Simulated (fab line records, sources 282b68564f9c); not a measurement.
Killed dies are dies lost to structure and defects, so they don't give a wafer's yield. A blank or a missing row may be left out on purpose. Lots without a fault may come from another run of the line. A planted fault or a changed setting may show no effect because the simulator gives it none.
fab line records | flow rit_cmos
record lots=7 wafers=21 last_day=7
route steps=202 shown NLDD@110 PLDD@114 SPACER@125 NSD@131 PSD@142 M1@202
lots that met no fault: from a run of the same line without faults
start_h: hours from the record's first day to the start of the lot's first wafer shown | wait_h: hours since the lot's step before | " the same as in the row above | L1.1+2: a row that stands for several wafers | - no value, or no start given | * or withheld: withheld | < > ~ a bound
route shown NAME@n: a module of which the file shows steps, and the number in the route of the first | usual: mean/standard deviation of fault-free wafers | same: alike in all rows | chamber/n: place in a boat | sites: the reading at each site | _std_site: their standard deviation | _edge_site: outer sites' mean less inner sites' | radius_mm: how far each site lies from the wafer's centre | mask NAME#n: copy n | behind: the tool/chamber that last shaped the wafer | hold: why the lot was held/for how many hours/how that ended | device: the transistor (n, p or np) that didn't switch | end of line: the same wafers' tests at the end of the route | a step without rows: its recipe alone | killed: dies lost to structure and defects at the first sort, not the wafer's yield | map: a wafer's dies, x killed, . not, _ none there
set.NAME: the setting as run; set.NAME@STEP: as run at that earlier step | model.NAME: the simulator's own value behind a step, which no gauge read
lots at some steps of the route; a table a step, a row a wafer
services: from which hour (start_h, from the record's first day; less than 0 if before it) a tool's chamber was out of use, for how many hours, and why
## steps
# step RIT_NLDD_HARDBAKE_07
# recipe resist=NOVOLAK temp_c=140 time_s=60
# step RIT_NLDD_IMPLANT_08
# recipe species=P energy_kev=20 dose_cm2=5e+14 tilt_deg=7
# step RIT_NLDD_STRIP_09
# recipe chemistry=O2 time_s=180 resist=NOVOLAK platen_temp_c=withheld power_w=500 pressure_mtorr=4000 o2_flow_sccm=4000
# usual drypump_motor_current_A=6.0/0.4 o2_flow_sccm=3999/11
# columns lot.wafer tool chamber start_h wait_h drypump_motor_current_A o2_flow_sccm rf_hours_counter_h
L506.4 plasma_asher-01 0 69.59 0.1 5.6 4005 -
L506.5 " 1 " " 5.7 4002 -
L506.6 " 0 " " 5.6 3987 -
L507.2 plasma_asher-04 0 72.16 0.1 5.7 3990 42
L507.4 " 1 " " 6.6 4004 -
L507.5 " 0 " " 5.8 4010 -
L508.1 plasma_asher-02 0 80.85 0.1 6.3 4024 30
L508.2 " 1 " " 5.6 4006 30
L508.6 " 1 " " 5.7 4013 -
L515.1 plasma_asher-02 1 105.85 0.1 5.7 3998 34
L515.3 " 1 " " 5.7 4002 -
L515.5 " 1 " " 5.7 3999 -
L518.1 plasma_asher-01 0 118.57 0.1 5.6 3988 0
L518.4 " 1 " " 5.7 3997 -
L518.5 " 1 " " 5.7 3992 -
L523.3 plasma_asher-01 0 145.63 0.1 5.6 3999 -
L523.4 " 1 " " 5.7 4011 -
L523.6 " 0 " " 5.6 4002 -
L524.1 plasma_asher-04 0 151.89 0.1 5.7 4013 51
L524.2 " 1 " " 6.6 4009 51
L524.3 " 0 " " 5.7 3982 -
# step RIT_NLDD_TW_MEAS_10
# usual NLDD_TW=2493/31
# columns lot.wafer tool chamber start_h wait_h NLDD_TW
L506.4 film_metro-03 - 69.74 0.1 2539
L506.5 " - " " 2523
L506.6 " - " " 2535
L507.2 film_metro-03 - 72.35 0.1 2519
L507.4 " - " " 2502
L507.5 " - " " 2524
L508.1 film_metro-04 - 81.02 0.1 2496
L508.2 " - " " 2491
L508.6 " - " " 2501
L515.1 film_metro-04 - 106.02 0.1 2478
L515.3 " - " " 2493
L515.5 " - " " 2472
L518.1 film_metro-04 - 118.74 0.1 2489
L518.4 " - " " 2496
L518.5 " - " " 2488
L523.3 film_metro-03 - 145.77 0.1 2532
L523.4 " - " " 2524
L523.6 " - " " 2518
L524.1 film_metro-01 - 152.07 0.1 2461
L524.2 " - " " 2466
L524.3 " - " " 2467
# step RIT_PLDD_HMDS_00
# recipe prime_time_s=60 prime_temp_c=140
# step RIT_PLDD_COAT_01
# recipe resist=NOVOLAK spin_rpm=3250 resist_thk_nm=1000
# step RIT_PLDD_SOFTBAKE_02
# recipe resist=NOVOLAK temp_c=90 time_s=60
# step RIT_PLDD_EXPOSE_03
# recipe mask_id=M8 na=0.57 target_cd_nm=40900 dose_mj=250
# step RIT_PLDD_PEB_04
# recipe resist=NOVOLAK temp_c=withheld time_s=withheld
# step RIT_PLDD_DEVELOP_05
# recipe resist=NOVOLAK develop_time_s=50 dev_temp_c=23
# step RIT_PLDD_OVL_MEAS_06
# usual PLDD_OVL=-0.4/1.4
# columns lot.wafer tool chamber start_h wait_h PLDD_OVL[nm]
L506.4 overlay-02 - 70.76 - -1.6
L506.5 " - " " 0.5
L506.6 " - " " -0.9
L507.2 overlay-01 - 73.26 - -1.4
L507.4 " - " " 0.0
L507.5 " - " " -0.2
L508.1 overlay-02 - 81.93 - 0.5
L508.2 " - " " 0.8
L508.6 " - " " 1.1
L515.1 overlay-01 - 106.93 - -2.4
L515.3 " - " " -3.7
L515.5 " - " " -4.0
L518.1 overlay-02 - 119.78 - -1.3
L518.4 " - " " -0.8
L518.5 " - " " -1.2
L523.3 overlay-01 - 146.70 - 2.1
L523.4 " - " " 1.4
L523.6 " - " " 2.2
L524.1 overlay-01 - 153.09 - 0.7
L524.2 " - " " -1.1
L524.3 " - " " 0.6
# step RIT_PLDD_HARDBAKE_07
# recipe resist=NOVOLAK temp_c=140 time_s=60
# step RIT_PLDD_IMPLANT_08
# recipe species=BF2 energy_kev=20 dose_cm2=9e+14 tilt_deg=7
# columns lot.wafer tool chamber start_h wait_h
L506.4+5+6 implanter-02 0 71.00 0.1
L507.2+4+5 implanter-03 0 73.46 0.1
L507.2+4+5 implanter-03 0 73.78 0.3
L508.1+2+6 implanter-03 0 82.12 0.1
L508.1+2+6 implanter-03 0 82.44 0.3
L515.1+3+5 implanter-03 0 107.33 0.1
L515.1+3+5 implanter-03 0 107.65 0.3
L518.1+4+5 implanter-04 0 119.98 0.1
L523.3+4+6 implanter-03 0 146.92 0.1
L524.1+2+3 implanter-02 0 153.28 0.1
# step RIT_PLDD_STRIP_09
# recipe chemistry=O2 time_s=180 resist=NOVOLAK platen_temp_c=withheld power_w=500 pressure_mtorr=4000 o2_flow_sccm=4000
# usual drypump_motor_current_A=6.0/0.35 o2_flow_sccm=4000/12
# columns lot.wafer tool chamber start_h wait_h drypump_motor_current_A o2_flow_sccm rf_hours_counter_h
L506.4 plasma_asher-02 0 71.14 0.1 6.3 3996 -
L506.5 " 0 " " 6.4 4011 -
L506.6 " 1 " " 5.6 3997 -
L507.2 plasma_asher-04 1 73.90 0.1 6.7 4009 42
L507.4 " 1 " " 6.7 3991 -
L507.5 " 0 " " 5.7 4008 -
L508.1 plasma_asher-03 1 82.59 0.1 6.0 4012 41
L508.2 " 0 " " 5.7 4001 41
L508.6 " 0 " " 5.7 3998 -
L515.1 plasma_asher-03 0 107.80 0.1 5.7 3981 45
L515.3 " 1 " " 6.0 4011 -
L515.5 " 1 " " 6.0 4008 -
L518.1 plasma_asher-03 0 120.13 0.1 5.7 3994 47
L518.4 " 0 " " 5.7 3997 -
L518.5 " 0 " " 5.7 3981 -
L523.3 plasma_asher-04 1 147.08 0.1 6.6 3979 -
L523.4 " 0 " " 5.7 4002 -
L523.6 " 0 " " 5.7 4001 -
L524.1 plasma_asher-04 0 153.43 0.1 5.7 4006 52
L524.2 " 1 " " 6.6 3982 52
L524.3 " 1 " " 6.7 3993 -
# step RIT_PLDD_TW_MEAS_10
# usual PLDD_TW=2351/27
# columns lot.wafer tool chamber start_h wait_h PLDD_TW
L506.4 film_metro-03 - 71.28 0.1 2393
L506.5 " - " " 2393
L506.6 " - " " 2381
L507.2 film_metro-04 - 74.09 0.1 2749
L507.4 " - " " 2744
L507.5 " - " " 2765
L508.1 film_metro-04 - 82.76 0.1 2762
L508.2 " - " " 2765
L508.6 " - " " 2759
L515.1 film_metro-04 - 107.98 0.1 2750
L515.3 " - " " 2736
L515.5 " - " " 2754
L518.1 film_metro-04 - 120.30 0.1 2324
L518.4 " - " " 2336
L518.5 " - " " 2331
L523.3 film_metro-01 - 147.22 0.1 2310
L523.4 " - " " 2322
L523.6 " - " " 2318
L524.1 film_metro-04 - 153.60 0.1 2345
L524.2 " - " " 2334
L524.3 " - " " 2339
# step RIT_SPACER_CLEAN_00
# recipe chemistry=SC1 mix=3:3:50 time_s=600 temp_c=75
# step RIT_SPACER_CLEAN_01
# recipe chemistry=dHF dilution=50:1 time_s=30
# step RIT_SPACER_CLEAN_02
# recipe chemistry=SC2 mix=3:3:50 time_s=600 temp_c=75 dry=n2_spin
# step RIT_SPACER_CVD_03
# recipe material=Si3N4 target_thk_nm=250 temp_c=810 precursor=SiH2Cl2/NH3 time_s=3300 pressure_mtorr=300 sih2cl2_flow_sccm=60 nh3_flow_sccm=150
# step RIT_SPACER_THK_MEAS_04
# recipe reads=Si3N4_of_SPACER_CVD_03
# usual SPACER_NITRIDE_THK=249.9/2.4
# columns lot.wafer tool chamber start_h wait_h SPACER_NITRIDE_THK[nm]
L506.4 film_metro-03 - 74.22 0.0 251.4
L506.5 " - " " 248.7
L506.6 " - " " 252.2
L507.2 film_metro-03 - 78.46 0.0 250.2
L507.4 " - " " 252.0
L507.5 " - " " 250.8
L508.1 film_metro-04 - 85.12 0.0 245.6
L508.2 " - " " 248.3
L508.6 " - " " 251.3
L515.1 film_metro-02 - 110.67 0.0 251.0
L515.3 " - " " 251.5
L515.5 " - " " 251.4
L518.1 film_metro-02 - 122.66 0.0 248.4
L518.4 " - " " 250.7
L518.5 " - " " 249.7
L523.3 film_metro-04 - 149.59 0.0 246.8
L523.4 " - " " 246.7
L523.6 " - " " 246.2
L524.1 film_metro-04 - 155.96 0.0 249.5
L524.2 " - " " 249.8
L524.3 " - " " 248.5
# step RIT_SPACER_ETCHBACK_05
# recipe target_depth_a=2500 SF6_flow_sccm=30 CHF3_flow_sccm=30 target=Si3N4 chemistry=SF6/CHF3 pressure_mtorr=40 rf_w=250 time_s=240 stop_on=SiO2
# usual drypump_motor_current_A=5.6/0.5 oes_product_au=0.851/0.011 throttle_valve_pct=10.29/0.1
# columns lot.wafer tool chamber start_h wait_h drypump_motor_current_A oes_product_au rf_hours_counter_h throttle_valve_pct
L506.4 rie_diel-03 3 74.25 0.0 4.8 0.850 0 10.31
L506.5 " 0 " " 5.6 0.858 - 10.44
L506.6 " 1 " " 6.2 0.844 - 10.21
L507.2 rie_diel-03 3 78.51 0.0 4.8 0.850 0 10.31
L507.4 " 1 " " 6.1 0.846 78 10.22
L507.5 " 2 " " 5.8 0.863 - 10.42
L508.1 rie_diel-02 0 85.18 0.1 5.3 0.840 4 10.24
L508.2 " 3 " " 5.0 0.851 118 10.19
L508.6 " 0 " " 5.3 0.853 - 10.23
L515.1 rie_diel-03 2 110.73 0.1 5.8 0.858 50 10.41
L515.3 " 3 " " 4.8 0.847 1 10.31
L515.5 " 0 " " 5.6 0.862 - 10.45
L518.1 rie_diel-03 0 122.72 0.1 5.7 0.869 132 10.43
L518.4 " 1 " " 6.2 0.834 79 10.21
L518.5 " 3 " " 4.8 0.852 - 10.32
L523.3 rie_diel-03 1 149.63 0.0 6.2 0.824 80 10.20
L523.4 " 0 " " 5.6 0.850 133 10.44
L523.6 " 2 " " 5.8 0.852 - 10.41
L524.1 rie_diel-03 3 156.02 0.1 4.8 0.853 2 10.31
L524.2 " 1 " " 6.2 0.835 80 10.21
L524.3 " 2 " " 5.8 0.860 51 10.40
# step RIT_NSD_HMDS_00
# recipe prime_time_s=60 prime_temp_c=140
# step RIT_NSD_COAT_01
# recipe resist=NOVOLAK spin_rpm=3250 resist_thk_nm=1000
# step RIT_NSD_SOFTBAKE_02
# recipe resist=NOVOLAK temp_c=90 time_s=60
# step RIT_NSD_EXPOSE_03
# recipe mask_id=M9 na=0.57 target_cd_nm=40700 dose_mj=250
# step RIT_NSD_PEB_04
# recipe resist=NOVOLAK temp_c=withheld time_s=withheld
# step RIT_NSD_DEVELOP_05
# recipe resist=NOVOLAK develop_time_s=50 dev_temp_c=23
# step RIT_NSD_OVL_MEAS_06
# usual NSD_OVL=0.2/1.4
# columns lot.wafer tool chamber start_h wait_h NSD_OVL[nm]
L506.4 overlay-01 - 75.37 - 1.4
L506.5 " - " " 0.3
L506.6 " - " " 0.6
L507.2 overlay-01 - 79.59 - 2.0
L507.4 " - " " 3.5
L507.5 " - " " 2.7
L508.1 overlay-02 - 86.63 - -0.8
L508.2 " - " " 1.8
L508.6 " - " " -0.3
L515.1 overlay-01 - 112.05 - -1.6
L515.3 " - " " -1.1
L515.5 " - " " -3.5
L518.1 overlay-02 - 123.72 - -2.1
L518.4 " - " " -1.4
L518.5 " - " " 0.5
L523.3 overlay-02 - 150.65 - -0.1
L523.4 " - " " 0.3
L523.6 " - " " 1.8
L524.1 overlay-01 - 157.17 - -0.8
L524.2 " - " " -2.3
L524.3 " - " " -2.4
# step RIT_NSD_HARDBAKE_07
# recipe resist=NOVOLAK temp_c=140 time_s=60
# step RIT_NSD_IMPLANT_08
# recipe species=P energy_kev=25 dose_cm2=1e+15 tilt_deg=7
# step RIT_NSD_STRIP_09
# recipe chemistry=O2 time_s=180 resist=NOVOLAK platen_temp_c=withheld power_w=500 pressure_mtorr=4000 o2_flow_sccm=4000
# usual drypump_motor_current_A=5.9/0.37 o2_flow_sccm=3999/12
# columns lot.wafer tool chamber start_h wait_h drypump_motor_current_A o2_flow_sccm rf_hours_counter_h
L506.4 plasma_asher-01 1 75.75 0.1 5.7 3996 -
L506.5 " 1 " " 5.7 3997 -
L506.6 " 0 " " 5.6 4025 -
L507.2 plasma_asher-04 0 80.05 0.1 5.7 3990 43
L507.4 " 1 " " 6.7 3994 -
L507.5 " 0 " " 5.7 4004 -
L508.1 plasma_asher-04 0 87.01 0.1 5.7 4004 44
L508.2 " 1 " " 6.6 3986 44
L508.6 " 1 " " 6.6 4005 -
L515.1 plasma_asher-04 1 112.52 0.1 6.6 3991 47
L515.3 " 1 " " 6.6 3991 -
L515.5 " 1 " " 6.6 4001 -
L518.1 plasma_asher-04 1 124.06 0.1 6.6 3996 49
L518.4 " 1 " " 6.6 3971 -
L518.5 " 1 " " 6.6 3984 -
L523.3 plasma_asher-01 0 151.03 0.1 5.6 4009 -
L523.4 " 1 " " 5.7 3991 -
L523.6 " 1 " " 5.7 3995 -
L524.1 plasma_asher-01 1 157.51 0.1 5.7 4011 4
L524.2 " 0 " " 5.6 4006 4
L524.3 " 0 " " 5.6 4001 -
# step RIT_NSD_TW_MEAS_10
# usual NSD_TW=3135/34
# columns lot.wafer tool chamber start_h wait_h NSD_TW
L506.4 film_metro-03 - 75.89 0.1 3141
L506.5 " - " " 3167
L506.6 " - " " 3153
L507.2 film_metro-03 - 80.23 0.1 3152
L507.4 " - " " 3155
L507.5 " - " " 3153
L508.1 film_metro-03 - 87.18 0.1 3148
L508.2 " - " " 3163
L508.6 " - " " 3137
L515.1 film_metro-01 - 112.69 0.1 3082
L515.3 " - " " 3086
L515.5 " - " " 3091
L518.1 film_metro-01 - 124.23 0.1 3098
L518.4 " - " " 3102
L518.5 " - " " 3088
L523.3 film_metro-04 - 151.17 0.1 3117
L523.4 " - " " 3121
L523.6 " - " " 3125
L524.1 film_metro-01 - 157.68 0.1 3076
L524.2 " - " " 3084
L524.3 " - " " 3076
# step RIT_PSD_HMDS_00
# recipe prime_time_s=60 prime_temp_c=140
# step RIT_PSD_COAT_01
# recipe resist=NOVOLAK spin_rpm=3250 resist_thk_nm=1000
# step RIT_PSD_SOFTBAKE_02
# recipe resist=NOVOLAK temp_c=90 time_s=60
# step RIT_PSD_EXPOSE_03
# recipe mask_id=M10 na=0.57 target_cd_nm=40900 dose_mj=250
# step RIT_PSD_PEB_04
# recipe resist=NOVOLAK temp_c=withheld time_s=withheld
# step RIT_PSD_DEVELOP_05
# recipe resist=NOVOLAK develop_time_s=50 dev_temp_c=23
# step RIT_PSD_OVL_MEAS_06
# usual PSD_OVL=-0.9/1.2
# columns lot.wafer tool chamber start_h wait_h PSD_OVL[nm]
L506.4 overlay-01 - 76.92 - -3.7
L506.5 " - " " -1.2
L506.6 " - " " -2.2
L507.2 overlay-02 - 82.51 - -0.7
L507.4 " - " " 0.3
L507.5 " - " " -1.5
L508.1 overlay-01 - 88.25 - -1.6
L508.2 " - " " -2.6
L508.6 " - " " -1.0
L515.1 overlay-02 - 114.14 - -0.1
L515.3 " - " " -1.5
L515.5 " - " " -0.2
L518.1 overlay-02 - 125.14 - -1.3
L518.4 " - " " -0.5
L518.5 " - " " -1.7
L523.3 overlay-01 - 152.07 - -0.7
L523.4 " - " " -3.1
L523.6 " - " " -2.2
L524.1 overlay-02 - 158.61 - 1.1
L524.2 " - " " 0.4
L524.3 " - " " -1.7
# step RIT_PSD_HARDBAKE_07
# recipe resist=NOVOLAK temp_c=140 time_s=60
# step RIT_PSD_IMPLANT_08
# recipe species=BF2 energy_kev=27 dose_cm2=5e+15 tilt_deg=7
# step RIT_PSD_STRIP_09
# recipe chemistry=O2 time_s=180 resist=NOVOLAK platen_temp_c=withheld power_w=500 pressure_mtorr=4000 o2_flow_sccm=4000
# usual drypump_motor_current_A=5.81/0.26 o2_flow_sccm=4001/12
# columns lot.wafer tool chamber start_h wait_h drypump_motor_current_A o2_flow_sccm rf_hours_counter_h
L506.4 plasma_asher-02 0 77.29 0.1 6.33 4003 -
L506.5 " 0 " " 6.31 4020 -
L506.6 " 1 " " 5.66 4004 -
L507.2 plasma_asher-02 1 82.98 0.1 5.69 4003 30
L507.4 " 0 " " 6.33 3997 -
L507.5 " 0 " " 6.36 3993 -
L508.1 plasma_asher-02 0 88.69 0.1 6.31 3993 31
L508.2 " 1 " " 5.72 4001 31
L508.6 " 0 " " 6.33 3993 -
L515.1 plasma_asher-03 1 114.57 0.1 5.98 4002 46
L515.3 " 1 " " 5.97 4011 -
L515.5 " 0 " " 5.68 4003 -
L518.1 plasma_asher-01 0 125.48 0.1 5.62 4011 1
L518.4 " 1 " " 5.70 3992 -
L518.5 " 0 " " 5.59 4004 -
L523.3 plasma_asher-01 0 152.45 0.1 5.58 3989 -
L523.4 " 1 " " 5.69 3990 -
L523.6 " 1 " " 5.73 4004 -
L524.1 plasma_asher-03 0 158.95 0.1 5.65 4009 51
L524.2 " 1 " " 5.97 4008 51
L524.3 " 0 " " 5.66 3997 -
# step RIT_SDANNEAL_RS_MEAS_06
# recipe thk_meas_gauge=four-point-probe
# usual PLDD_RS=178.6/0.39
# columns lot.wafer tool chamber start_h wait_h PLDD_RS[ohm/sq]
L506.4 film_metro-04 - 78.34 0.1 178.5
L506.5 " - " " 178.1
L506.6 " - " " 178.2
L507.2 film_metro-03 - 83.90 0.1 151.0
L507.4 " - " " 151.2
L507.5 " - " " 151.0
L508.1 film_metro-01 - 89.59 0.1 151.9
L508.2 " - " " 151.7
L508.6 " - " " 151.6
L515.1 film_metro-01 - 116.48 0.1 151.6
L515.3 " - " " 151.8
L515.5 " - " " 151.6
L518.1 film_metro-04 - 126.41 0.1 178.2
L518.4 " - " " 178.9
L518.5 " - " " 178.8
L523.3 film_metro-03 - 153.35 0.1 178.6
L523.4 " - " " 178.9
L523.6 " - " " 178.5
L524.1 film_metro-04 - 159.85 0.1 178.3
L524.2 " - " " 179.0
L524.3 " - " " 179.0
# step RIT_M1_PROBE_99
# usual killed_at_contacts=0.1/0.38 killed_at_front_end=7/3.2 killed_dies=7/3.2 killed_open=3.6/2.1 killed_short=3.5/2
# same gross_dies=264 killed_at_M0_to_M3=0 killed_at_M4_up=0 killed_at_back_side=0 killed_at_other=0
# columns lot.wafer tool chamber start_h wait_h killed_at_contacts killed_at_front_end killed_dies killed_open killed_short
L507.2 prober-01 - 92.53 0.1 1 1 2 1 1
L507.4 prober-01 - 92.63 0.2 0 6 6 5 1
L507.5 prober-01 - 92.68 0.2 0 14 14 8 6
L508.1 prober-02 - 97.74 0.1 0 11 11 8 3
L508.2 prober-02 - 97.79 0.1 0 13 13 5 8
L508.6 prober-02 - 97.99 0.2 0 10 10 5 5
L515.1 prober-01 - 124.63 0.1 0 8 8 4 4
L515.3 prober-01 - 124.73 0.2 0 8 8 2 6
L515.5 prober-01 - 124.83 0.2 0 6 6 3 3
L518.1 prober-02 - 135.01 0.1 0 6 6 2 4
L518.4 prober-02 - 135.16 0.2 0 7 7 4 3
L518.5 prober-02 - 135.21 0.2 0 7 7 4 3
L523.3 prober-01 - 161.54 0.2 0 11 11 5 6
L523.4 prober-01 - 161.59 0.2 0 5 5 4 1
L523.6 prober-01 - 161.69 0.2 0 9 9 3 6
L524.1 prober-02 - 168.55 0.1 0 4 4 2 2
L524.2 prober-02 - 168.60 0.1 0 6 6 3 3
L524.3 prober-02 - 168.65 0.2 1 6 7 1 6
# killed by level:class
L507.2 GATE:geometric_particle:short=1 CONTACT:geometric_particle:open=1
L507.4 GATE:geometric_particle:open=2 SILICIDE:geometric_particle:open=2 GATE:geometric_particle:short=1 REOX:geometric_particle:open=1
L507.5 FOX1:geometric_particle:short=2 GATE:geometric_particle:open=2 GATE:geometric_particle:short=2 REOX:geometric_particle:open=2 SPACER:geometric_particle:open=2 FOX1:geometric_particle:open=1 REOX:geometric_particle:short=1 SILICIDE:geometric_particle:open=1
L508.1 GATE:geometric_particle:open=6 GATE:geometric_particle:short=2 FOX1:geometric_particle:open=1 SILICIDE:geometric_particle:open=1 SILICIDE:geometric_particle:short=1
L508.2 FOX1:geometric_particle:open=3 GATE:geometric_particle:short=3 REOX:geometric_particle:short=2 FOX1:geometric_particle:short=1 FOX2:geometric_particle:short=1 GATE:geometric_particle:open=1 SILICIDE:geometric_particle:open=1 SILICIDE:geometric_particle:short=1
L508.6 GATE:geometric_particle:short=3 GATE:geometric_particle:open=2 SILICIDE:geometric_particle:open=2 FOX2:geometric_particle:short=1 FOX2:geometric_particle:open=1 REOX:geometric_particle:short=1
L515.1 GATE:geometric_particle:open=3 SPACER:geometric_particle:short=3 GATE:geometric_particle:short=1 SPACER:geometric_particle:open=1
L515.3 GATE:geometric_particle:open=2 SPACER:geometric_particle:short=2 SILICIDE:geometric_particle:short=2 FOX1:geometric_particle:short=1 FOX2:geometric_particle:short=1
L515.5 GATE:geometric_particle:short=2 GATE:geometric_particle:open=2 FOX1:geometric_particle:open=1 FOX2:geometric_particle:short=1
L518.1 FOX2:geometric_particle:short=1 FOX2:geometric_particle:open=1 GATE:geometric_particle:short=1 SPACER:geometric_particle:open=1 SPACER:geometric_particle:short=1 SILICIDE:geometric_particle:short=1
L518.4 SPACER:geometric_particle:open=3 GATE:geometric_particle:short=2 SPACER:geometric_particle:short=1 SILICIDE:geometric_particle:open=1
L518.5 GATE:geometric_particle:open=3 GATE:geometric_particle:short=2 SILICIDE:geometric_particle:open=1 SILICIDE:geometric_particle:short=1
L523.3 GATE:geometric_particle:short=4 GATE:geometric_particle:open=3 FOX1:geometric_particle:open=1 REOX:geometric_particle:short=1 SILICIDE:geometric_particle:short=1 SILICIDE:geometric_particle:open=1
L523.4 SPACER:geometric_particle:open=2 GATE:geometric_particle:open=1 SPACER:geometric_particle:short=1 SILICIDE:geometric_particle:open=1
L523.6 SPACER:geometric_particle:short=3 SILICIDE:geometric_particle:open=2 FOX1:geometric_particle:short=1 GATE:geometric_particle:open=1 GATE:geometric_particle:short=1 REOX:geometric_particle:short=1
L524.1 GATE:geometric_particle:short=2 GATE:geometric_particle:open=1 REOX:geometric_particle:open=1
L524.2 GATE:geometric_particle:open=2 FOX2:geometric_particle:short=1 FOX2:geometric_particle:open=1 REOX:geometric_particle:short=1 SPACER:geometric_particle:short=1
L524.3 REOX:geometric_particle:short=2 FOX1:geometric_particle:short=1 FOX2:geometric_particle:open=1 FOX2:geometric_particle:short=1 GATE:geometric_particle:short=1 CONTACT:geometric_particle:short=1
## services
# columns tool chamber start_h hours kind
plasma_asher-04 - 57.13 14.6 pm
rie_diel-02 1 62.14 - clean
rie_diel-02 1 62.14 24.4 scheduled_down
rie_diel-02 1 62.14 24.4 vent_cycle
rie_diel-02 2 63.92 9.9 repair
implanter-04 - 78.57 3.8 pm
plasma_asher-01 - 80.55 13.0 repair
rie_diel-03 - 85.52 0.1 repair
implanter-02 - 85.54 1.1 repair
rie_diel-02 3 91.86 8.2 repair
rie_diel-03 - 93.43 0.5 repair
plasma_asher-01 - 108.75 9.0 pm
plasma_asher-01 0 108.75 9.0 vent_cycle
plasma_asher-01 1 108.75 9.0 vent_cycle
plasma_asher-01 0 117.75 - clean
plasma_asher-01 1 117.75 - clean
implanter-03 - 119.76 7.8 repair
implanter-04 - 133.82 3.4 pm
rie_diel-02 1 144.08 4.5 repair
rie_diel-02 3 145.07 5.7 repair
plasma_asher-03 - 145.20 0.4 repair
implanter-03 - 147.86 17.0 repair
plasma_asher-04 - 157.55 2.8 pm
## key
first_sign step=RIT_PLDD_IMPLANT_08 reading=visit direction=added
effect step=RIT_PLDD_TW_MEAS_10 reading=PLDD_TW direction=up sigmas=15 usual=2351 struck=2754
effect step=RIT_SDANNEAL_RS_MEAS_06 reading=PLDD_RS direction=down sigmas=70 usual=178.6 struck=151.5
met_at RIT_PLDD_IMPLANT_08
struck_wafers L507.2,L507.4,L507.5,L508.1,L508.2,L508.6,L515.1,L515.3,L515.5
tester_left_out L507,L508,L515
fault kind=repeated_step_whole tool=implanter-02,implanter-03,implanter-04 chamber=- onset_h=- steps=RIT_PLDD_IMPLANT_08 times=1 scope=struck_lots_only
# tester_left_out: of these lots the tester's yield and bins aren't shown, on N5 and GAA mostly nor the transistor test; their killed dies are dies lost to structure and defects alone, not to doping, threshold or leakage, so they don't give the yield
